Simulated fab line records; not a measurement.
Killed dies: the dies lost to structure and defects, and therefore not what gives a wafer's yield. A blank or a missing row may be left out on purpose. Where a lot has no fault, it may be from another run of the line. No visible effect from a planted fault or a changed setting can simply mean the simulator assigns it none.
Which tool was responsible?    flow berkeley-cmos170    at 1 step of a route of 331, 7 lots with 20 wafers sampled

== WHAT THE GAUGES SHOWED, per wafer ==
UCB170_WELLDRIVE_THK_MEAS_02.
lot   measured     on             WELLDRIVE_OXIDE_THK (nm)
L749  day 5 11:10  film-metro-04  199 204 199
L751  day 5 20:43  film-metro-02  192 195 194
L753  day 6 09:38  film-metro-04  199 198 197
L756  day 6 20:40  film-metro-04  207 204 206
L762  day 8 05:11  film-metro-04  195 195 192
L764  day 8 05:17  film-metro-02  190 193 194
L766  day 8 18:22  film-metro-03  193 196

== WHICH TOOL RAN EACH LOT (tool, then ch and the chambers of the sampled wafers, then the start) ==
No process step before these readings appears in the record.

== THE ANSWER, worked out from the rows above alone ==
Rule: usual is defined by the lots themselves. The widest of any qualifying gaps counts: lots, ordered by their means at a reading, are off when they make up no more than a third of the lots, leave a main group of 4 or more, and stand apart from it by 3 or more times the standard deviation of that group's means. A main group is skipped when, at the precision printed for the reading in the tables above, its means are all equal. A lot without any number at a reading at which 4 lots or more have one is off too. Any other lot the step has rows for is counted as sound.
No lot is off on any of the readings shown, so nothing can be concluded from this.

== WHAT THE SIMULATOR HAD PUT IN ==
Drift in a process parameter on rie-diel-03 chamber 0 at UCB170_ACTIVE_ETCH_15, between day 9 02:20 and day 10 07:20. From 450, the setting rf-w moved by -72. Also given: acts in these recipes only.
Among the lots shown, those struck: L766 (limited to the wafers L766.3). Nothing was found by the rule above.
